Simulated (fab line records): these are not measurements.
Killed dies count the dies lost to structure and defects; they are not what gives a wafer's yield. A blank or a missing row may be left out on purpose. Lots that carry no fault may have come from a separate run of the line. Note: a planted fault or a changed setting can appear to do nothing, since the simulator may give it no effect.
Which tool is to blame? ; flow berkeley_cmos170 ; 14 lots, 42 wafers sampled, at 4 steps of a route of 331

WHAT THE GAUGES SHOWED, per wafer
UCB170_M2_CD_MEAS_15: target cd 700 nm. Usual: 700.2 nm for cd_nm, sd 1.4.
lot;measured;on;cd_nm (nm);flag
L127;day 8 05:19;cd_sem-01;701.2 699.6 699.8;
L128;day 8 08:16;cd_sem-01;700.5 699.9 700.4;
L129;day 8 08:31;cd_sem-02;700.6 700.6 700.0;
L133;day 9 06:05;cd_sem-01;701.6 701.0 701.2;
L132;day 9 07:29;cd_sem-02;699.5 698.7 700.9;
L134;day 10 00:46;cd_sem-01;699.8 701.3 699.2;
L135;day 10 01:10;cd_sem-02;701.6 700.8 700.7;
L142;day 11 20:54;cd_sem-01;700.1 700.5 701.4;
L144;day 11 21:42;cd_sem-02;698.8 699.5 699.8;
L143;day 12 15:13;cd_sem-01;700.2 699.2 700.5;
L147;day 12 15:30;cd_sem-02;699.2 699.3 698.7;
L145;day 12 21:38;cd_sem-01;697.4 697.7 697.5;
L149;day 13 17:52;cd_sem-02;698.0 699.6 698.9;
L150;day 13 20:33;cd_sem-01;700.1 699.8 700.5;

UCB170_V2_CD_MEAS_12: target cd 700 nm. Usual: 699.5 nm for cd_nm, sd 1.5.
lot;measured;on;cd_nm (nm);flag
L127;day 8 09:21;cd_sem-02;698.0 698.6 698.4;
L128;day 8 11:07;cd_sem-01;701.4 701.2 702.1;
L129;day 8 11:22;cd_sem-01;702.5 701.4 700.2;
L133;day 9 10:58;cd_sem-02;699.9 701.3 700.9;
L132;day 9 11:20;cd_sem-02;698.0 699.6 698.0;
L134;day 10 03:19;cd_sem-02;698.7 700.0 698.5;
L135;day 10 03:38;cd_sem-01;699.4 700.6 699.1;
L142;day 12 03:11;cd_sem-01;698.3 700.1 698.8;
L144;day 12 03:17;cd_sem-01;697.2 697.7 698.7;
L143;day 12 18:51;cd_sem-01;698.6 701.2 700.7;
L147;day 12 19:02;cd_sem-02;700.6 699.3 700.6;
L145;day 13 00:56;cd_sem-02;699.4 696.7 699.4;
L149;day 13 20:18;cd_sem-01;699.6 699.2 698.0;
L150;day 13 23:50;cd_sem-02;701.0 701.6 701.5;

UCB170_V2_CD_MEAS_90: target cd 700 nm. Usual: 699.3 nm for cd_nm, sd 1.5.
lot;measured;on;cd_nm (nm);flag
L127;day 8 09:47;cd_sem-01;698.4 698.4 698.2;
L128;day 8 11:33;cd_sem-02;701.2 701.3 701.8;
L129;day 8 11:49;cd_sem-01;703.3 702.0 700.5;
L133;day 9 11:28;cd_sem-02;699.6 700.5 700.4;
L132;day 9 11:47;cd_sem-01;697.5 699.5 698.1;
L134;day 10 03:45;cd_sem-02;698.5 699.8 698.3;
L135;day 10 04:04;cd_sem-02;699.1 700.6 698.4;
L142;day 12 03:37;cd_sem-01;698.6 700.0 699.0;
L144;day 12 03:43;cd_sem-01;696.2 697.1 698.4;
L143;day 12 19:17;cd_sem-01;699.5 701.4 700.6;
L147;day 12 19:28;cd_sem-01;699.2 699.0 699.0;
L145;day 13 01:23;cd_sem-02;698.8 697.1 699.0;
L149;day 13 20:44;cd_sem-02;699.4 699.0 697.9;
L150;day 14 00:17;cd_sem-01;700.2 700.8 701.1;

EACH LOT AND THE TOOL THAT RAN IT (in order: tool; ch and the chambers of the sampled wafers; start)
lot;UCB170_V2_STRIP_15
L127;plasma_asher-03 ch 0,1, day 8 09:41
L128;plasma_asher-01 ch 0,1, day 8 11:27
L129;plasma_asher-03 ch 0,1, day 8 11:43
L133;plasma_asher-01 ch 0,1, day 9 11:17
L132;plasma_asher-03 ch 1, day 9 11:41
L134;plasma_asher-03 ch 0,1, day 10 03:38
L135;plasma_asher-01 ch 0,1, day 10 03:57
L142;plasma_asher-04 ch 0,1, day 12 03:30
L144;plasma_asher-03 ch 1, day 12 03:37
L143;plasma_asher-01 ch 0,1, day 12 19:11
L147;plasma_asher-04 ch 0,1, day 12 19:22
L145;plasma_asher-04 ch 0,1, day 13 01:16
L149;plasma_asher-03 ch 0,1, day 13 20:37
L150;plasma_asher-01 ch 1, day 14 00:10
- UCB170_V2_STRIP_15: strips in O2.

WHAT THE TOOLS THEMSELVES READ (means of the sampled wafers that have a number; where no wafer has one, the mark that the record gives instead)
UCB170_V2_STRIP_15. Usual: chamber_pressure_mTorr 3500 mTorr, standard deviation 3.3; drypump_motor_current_A 6.03 A, standard deviation 0.2; oes_product_au 0.722 a.u., standard deviation 0.0045; strip_time_to_endpoint_s 15.31 s, standard deviation 0.089.
lot;tool;chamber_pressure_mTorr (mTorr);drypump_motor_current_A (A);oes_product_au (a.u.);strip_time_to_endpoint_s (s);flag
L127;plasma_asher-03;3502;5.97;0.721;15.32;
L128;plasma_asher-01;3502;6.14;0.725;15.35;
L129;plasma_asher-03;3499;5.97;0.725;15.18;
L133;plasma_asher-01;3496;6.14;0.725;15.30;
L132;plasma_asher-03;3503;5.96;0.724;15.21;
L134;plasma_asher-03;-;-;-;-;OFF
L135;plasma_asher-01;-;-;-;-;OFF
L142;plasma_asher-04;3501;6.13;0.721;15.32;
L144;plasma_asher-03;3501;5.96;0.724;15.36;
L143;plasma_asher-01;3504;6.03;0.719;15.26;
L147;plasma_asher-04;3499;6.15;0.721;15.34;
L145;plasma_asher-04;3502;5.93;0.720;15.31;
L149;plasma_asher-03;3500;5.96;0.721;15.28;
L150;plasma_asher-01;3499;6.24;0.724;15.33;

THE ANSWER, worked out from the rows above alone
Rule: lot off if the mean of its wafers having a number is beyond 3 standard deviations from the usual mean. Also off: a lot with no number at a reading for which 4 or more lots have one. The other lots that the step has rows for count as sound. First the gauges in route order, then the tools' own readings, where a lot's mean is used as printed above. At the first step where some lot is off, the reading lying furthest off is the one used; lots without a number count as furthest.
Off: L134, L135 (UCB170_V2_STRIP_15, chamber_pressure_mTorr). Without a number there: L134, L135.
If a tool, at that step or one of the process steps before it, ran each lot that is off and ran no sound lot following the first of them, it fits. No candidate that was tried fits.

WHAT HAD BEEN PUT IN BY THE SIMULATOR
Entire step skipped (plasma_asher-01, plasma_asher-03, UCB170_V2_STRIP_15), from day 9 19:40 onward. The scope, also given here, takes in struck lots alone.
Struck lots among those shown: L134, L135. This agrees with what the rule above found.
